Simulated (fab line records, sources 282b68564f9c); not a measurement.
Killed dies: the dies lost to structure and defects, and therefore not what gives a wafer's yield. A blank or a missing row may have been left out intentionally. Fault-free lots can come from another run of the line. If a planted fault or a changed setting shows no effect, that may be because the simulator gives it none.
Split-lot trial || flow rit-cmos || route with 202 steps; 5 lots, 23 wafers read

## THE SPLIT ITSELF
At RIT_M1_EXPOSE_06 (exposes mask M12, target cd 2600 nm), the setting dose-mj was moved away from the recipe's 250 on 10 of the 23 wafers read, by -4.5% to +6.4%. The other wafers ran this setting at the recipe's value.

## FROM THE SPLIT TO THE READING: what the file shows between them, 6 steps
- RIT_M1_PEB_07
- RIT_M1_DEVELOP_08: develop time 68 s
- RIT_M1_CD_MEAS_09: target cd 2600 nm
- RIT_M1_METAL_ETCH_12: etches Al in Cl2/BCl3, stops on SiO2, time 165 s, target depth 600 nm (also split here: rf-w)
- RIT_M1_STRIP_13: strips in nmp, time 600 s
- RIT_M1_STRIP_14: strips in O2, time 173.7 s

## THE READING
cd-nm (nm) at RIT_M1_CD_MEAS_90, where the cd target is 2600 nm. On this fab line, fault-free wafers typically give 2601.3 nm with a standard deviation of 2.5 nm.

{"wafer": "L079.1", "tool, chamber at the split": "iline-stepper-02, 0", "dose-mj as run": 250, "against the recipe": "recipe", "cd-nm, nm": 2599.1, "against lot-mates on the recipe": "-"}
{"wafer": "L079.3", "tool, chamber at the split": "iline-stepper-02, 0", "dose-mj as run": 238.8, "against the recipe": "-4.5%", "cd-nm, nm": 2614.0, "against lot-mates on the recipe": "+13.7"}
{"wafer": "L079.4", "tool, chamber at the split": "iline-stepper-02, 0", "dose-mj as run": 238.8, "against the recipe": "-4.5%", "cd-nm, nm": 2614.8, "against lot-mates on the recipe": "+14.5"}
{"wafer": "L079.5", "tool, chamber at the split": "iline-stepper-02, 0", "dose-mj as run": 250, "against the recipe": "recipe", "cd-nm, nm": 2602.5, "against lot-mates on the recipe": "-"}
{"wafer": "L079.6", "tool, chamber at the split": "iline-stepper-02, 0", "dose-mj as run": 250, "against the recipe": "recipe", "cd-nm, nm": 2599.2, "against lot-mates on the recipe": "-"}
{"wafer": "L080.1", "tool, chamber at the split": "iline-stepper-01, 0", "dose-mj as run": 250, "against the recipe": "recipe", "cd-nm, nm": 2603.7, "against lot-mates on the recipe": "-"}
{"wafer": "L080.2", "tool, chamber at the split": "iline-stepper-01, 0", "dose-mj as run": 250, "against the recipe": "recipe", "cd-nm, nm": 2605.7, "against lot-mates on the recipe": "-"}
{"wafer": "L080.3", "tool, chamber at the split": "iline-stepper-01, 0", "dose-mj as run": 266.1, "against the recipe": "+6.4%", "cd-nm, nm": 2589.8, "against lot-mates on the recipe": -14.9}
{"wafer": "L080.4", "tool, chamber at the split": "iline-stepper-01, 0", "dose-mj as run": 266.1, "against the recipe": "+6.4%", "cd-nm, nm": 2585.2, "against lot-mates on the recipe": -19.5}
{"wafer": "L080.5", "tool, chamber at the split": "iline-stepper-01, 0", "dose-mj as run": 266.1, "against the recipe": "+6.4%", "cd-nm, nm": 2583.0, "against lot-mates on the recipe": -21.7}
{"wafer": "L081.1", "tool, chamber at the split": "iline-stepper-01, 0", "dose-mj as run": 242.5, "against the recipe": "-3.0%", "cd-nm, nm": 2607.2, "against lot-mates on the recipe": "+10.3"}
{"wafer": "L081.2", "tool, chamber at the split": "iline-stepper-01, 0", "dose-mj as run": 242.5, "against the recipe": "-3.0%", "cd-nm, nm": 2609.8, "against lot-mates on the recipe": "+12.9"}
{"wafer": "L081.3", "tool, chamber at the split": "iline-stepper-01, 0", "dose-mj as run": 242.5, "against the recipe": "-3.0%", "cd-nm, nm": 2604.3, "against lot-mates on the recipe": "+7.4"}
{"wafer": "L081.4", "tool, chamber at the split": "iline-stepper-01, 0", "dose-mj as run": 250, "against the recipe": "recipe", "cd-nm, nm": 2595.3, "against lot-mates on the recipe": "-"}
{"wafer": "L081.5", "tool, chamber at the split": "iline-stepper-01, 0", "dose-mj as run": 250, "against the recipe": "recipe", "cd-nm, nm": 2598.4, "against lot-mates on the recipe": "-"}
{"wafer": "L084.1", "tool, chamber at the split": "iline-stepper-01, 0", "dose-mj as run": 250, "against the recipe": "recipe", "cd-nm, nm": 2602.7, "against lot-mates on the recipe": "-"}
{"wafer": "L084.4", "tool, chamber at the split": "iline-stepper-01, 0", "dose-mj as run": 250, "against the recipe": "recipe", "cd-nm, nm": 2605.3, "against lot-mates on the recipe": "-"}
{"wafer": "L084.6", "tool, chamber at the split": "iline-stepper-01, 0", "dose-mj as run": 250, "against the recipe": "recipe", "cd-nm, nm": 2603.6, "against lot-mates on the recipe": "-"}
{"wafer": "L085.2", "tool, chamber at the split": "iline-stepper-01, 0", "dose-mj as run": 250, "against the recipe": "recipe", "cd-nm, nm": 2599.3, "against lot-mates on the recipe": "-"}
{"wafer": "L085.3", "tool, chamber at the split": "iline-stepper-01, 0", "dose-mj as run": 250, "against the recipe": "recipe", "cd-nm, nm": 2597.7, "against lot-mates on the recipe": "-"}
{"wafer": "L085.4", "tool, chamber at the split": "iline-stepper-01, 0", "dose-mj as run": 240.4, "against the recipe": "-3.8%", "cd-nm, nm": 2609.8, "against lot-mates on the recipe": "+9.7"}
{"wafer": "L085.5", "tool, chamber at the split": "iline-stepper-01, 0", "dose-mj as run": 250, "against the recipe": "recipe", "cd-nm, nm": 2603.2, "against lot-mates on the recipe": "-"}
{"wafer": "L085.6", "tool, chamber at the split": "iline-stepper-01, 0", "dose-mj as run": 240.4, "against the recipe": "-3.8%", "cd-nm, nm": 2610.7, "against lot-mates on the recipe": "+10.6"}

FIT RESULTS
A straight line over all 23 wafers: cd-nm changes by -2.42 nm for each +1% of dose-mj; r = -0.94; the points scatter about the line by 2.9 nm.
The same after taking each lot's own level away (the mean of its wafers on the recipe; 23 wafers): -2.97 nm for each +1%; r = -0.98; scatter 2 nm.
The reading moves by 19 nm for the largest change in dose-mj, on that fit.
Measured against the standard deviation above, the lots' own levels, which go from 2596.85 to 2604.70 nm, span 3.1 times it.
Hence the slope depends on the lot-to-lot level, as the two fits are not the same.
Check: -20.3 nm against its lot-mates is what the line predicts for one of the wafers moved furthest among these (+6.4%) when that wafer is left out of the fit. It came out at -14.9 nm against them.

## ADDITIONAL SPLITS CARRIED BY THESE WAFERS
Other splits were also applied to these wafers ahead of the reading. Each is held against what the fit with the lots' levels taken away leaves over:
{"other split on the same wafers": "RIT_CONTACT_COAT_03 resist-thk-nm", "wafers away from the commonest value": 6, "r with cd-nm (lot level and that fit taken away)": "+0.03"}
{"other split on the same wafers": "RIT_CONTACT_DEVELOP_07 develop-time-s", "wafers away from the commonest value": 5, "r with cd-nm (lot level and that fit taken away)": "+0.23"}
{"other split on the same wafers": "RIT_M1_METAL_ETCH_12 rf-w", "wafers away from the commonest value": 2, "r with cd-nm (lot level and that fit taken away)": -0.28}

## THE WHOLE CHAIN: every reading that the file lists as answering this split, in the file's order
{"step": "RIT_M1_CD_MEAS_09", "what it does": "target cd 2600 nm", "reading": "cd-nm", "change (the file's fit)": "-2.7 nm for each +1% of the setting", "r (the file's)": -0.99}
{"step": "RIT_M1_METAL_ETCH_12", "what it does": "etches Al in Cl2/BCl3, stops on SiO2, time 165 s, target depth 600 nm", "reading": "M1.cd-nm (the simulator's own value, which no gauge read)", "change (the file's fit)": "-2.97 nm for each +1% of the setting", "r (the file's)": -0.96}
{"step": "RIT_M1_CD_MEAS_90", "what it does": "target cd 2600 nm", "reading": "cd-nm", "change (the file's fit)": "-2.97 nm for each +1% of the setting", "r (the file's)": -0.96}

## FILE'S OWN FIT
cd-nm changes by -2.97 nm for each +1% of dose-mj, r = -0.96.
